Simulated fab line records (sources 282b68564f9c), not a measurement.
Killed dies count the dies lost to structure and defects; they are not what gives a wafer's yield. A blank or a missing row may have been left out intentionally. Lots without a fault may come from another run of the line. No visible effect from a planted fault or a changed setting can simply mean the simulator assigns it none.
A struck lot beside a sound one ; flow rit-cmos ; 20 out of 202 route steps
Sound: the wafers L442.1, L442.2, L442.6. Wafers struck: L457.1, L457.3, L457.6. The cause is given at the end.
Each step with rows lists, per side, the tool, then ch with its chambers, then its first start. Under that, the readings that differ: sound wafers ; struck wafers ; difference of the means ; sigmas: that difference in standard deviations of wafers without a fault.
alike: same words and numbers on both sides, and readings whose means sit less than 2 such deviations apart. not compared: any withheld reading, any reading some wafer has no value for, any bound like >300 that may hide the same value, and any number with overlapping values for which the record gives no deviation.
Wherever a step has rows on one side only, a row that says differs or no value, or a row with sigmas, the two part there. Numbers that have no deviation but don't overlap get no sigmas and don't part them. Lack of a reading on every wafer of one side parts them only where that side has two or more wafers.

first, 2 steps without rows for these wafers: RIT_NWELL_HARDBAKE_07 (time 120 s); RIT_NWELL_IMPLANT_08.
RIT_NWELL_STRIP_09: strips in O2, time 180 s.
  sound on plasma-asher-04 ch 0,1, day 2 13:07; struck on plasma-asher-04 ch 0,1, day 5 15:41
  alike: drypump-motor-current-A
  not compared: rf-hours-counter-h
RIT_NWELL_TW_MEAS_10:
  sound on film-metro-01, day 2 13:17; struck on film-metro-01, day 5 15:52
  alike: NWELL_TW
then, 6 steps without rows for these wafers: RIT_PWELL_HMDS_00 (prime time 60 s); RIT_PWELL_COAT_01 (resist thk 1300 nm); RIT_PWELL_SOFTBAKE_02 (time 59.02 s); RIT_PWELL_EXPOSE_03 (exposes mask M3, target cd 43700 nm); RIT_PWELL_PEB_04; RIT_PWELL_DEVELOP_05 (develop time 68 s).
RIT_PWELL_OVL_MEAS_06:
  sound on overlay-01, day 2 14:21; struck on overlay-01, day 5 16:49
  alike: PWELL_OVL
then, 1 step without rows for these wafers: RIT_PWELL_HARDBAKE_07 (time 120 s).
RIT_PWELL_IMPLANT_08:
  sound on implanter-03 ch 0, day 2 14:38; struck on implanter-04 ch 0, day 5 17:05
reading;sound;struck;difference;sigmas
dose-ions-cm2;6.999e+13 7.008e+13 6.999e+13;1.029e+14 1.0297e+14 1.0294e+14;+3.292e+13;+99 or more
faraday-current-uA;227 221 227;330 325 318;+99;+21
RIT_PWELL_STRIP_09: strips in O2, time 180 s.
  sound on plasma-asher-04 ch 0,1, day 2 14:47; struck on plasma-asher-04 ch 0,1, day 5 17:14
  alike: drypump-motor-current-A
  not compared: rf-hours-counter-h
RIT_PWELL_TW_MEAS_10:
  sound on film-metro-03, day 2 14:58; struck on film-metro-01, day 5 17:25
reading;sound;struck;difference;sigmas
PWELL_TW;968 971 974;1051 1056 1053;+82;+5
then, 1 step without rows for these wafers: RIT_WELLDRIVE_ANNEAL_00 (time 14700 s).
RIT_WELLDRIVE_RS_MEAS_01: the measuring method here is four-point-probe.
  sound on film-metro-03, day 2 20:31; struck on film-metro-03, day 6 02:09
  alike: NWELL_RS
RIT_WELLDRIVE_RS_MEAS_02: the measuring method here is four-point-probe.
  sound on film-metro-03, day 2 20:38; struck on film-metro-03, day 6 02:16
reading;sound;struck;difference;sigmas
PWELL_RS (ohm/sq);429.6 429.9 430.0;337.1 337.7 338.2;-92.2;-84
then, 1 step without rows for these wafers: RIT_NRETRO_HMDS_00 (prime time 60 s).
RIT_M1_PROBE_99:
  sound on prober-01, day 4 03:05; struck on prober-02, day 7 08:43
reading;sound;struck;difference;sigmas
model.etest.nmos_0p3.r-on-ohm-um;2172 2176 2133;2522 2573 2581;+398;
model.etest.nmos_0p15.r-on-ohm-um;1116 1116 1085;1325 1327 1313;+216;
model.etest.pwell-pinched.rs-ohm-sq;455.5 463.8 455.2;357.1 357 361.1;-99.8;
model.etest.pwell.rs-ohm-sq;412.4 414.9 413.5;322.3 322.8 324.1;-90.5;
model.etest.nmos-turned.drive-ua-um;331.9 343.7 329.8;220.2 227.5 226.8;-110.3;
model.etest.nmos_0p15.drive-ua-um;473.1 483.2 477.9;372.9 380 371.7;-103.2;
model.etest.nmos-narrow.drive-ua-um;226.4 227.6 225.1;173.2 174.6 169.8;-53.8;
model.etest.nmos_0p3.drive-ua-um;225.1 223 226.5;173.8 173.8 168.5;-52.8;
  alike: killed-at-contacts, killed-at-front-end, killed-dies, killed-open, killed-short

WHERE THEY PART
First at RIT_PWELL_IMPLANT_08; last, within this record, at RIT_WELLDRIVE_RS_MEAS_02. Later steps at which nothing parts them and some readings are alike: RIT_M1_PROBE_99.

WHY: what the simulator had put in
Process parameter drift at RIT_PWELL_IMPLANT_08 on implanter-04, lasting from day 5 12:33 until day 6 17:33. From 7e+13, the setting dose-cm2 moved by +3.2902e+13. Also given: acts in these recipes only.
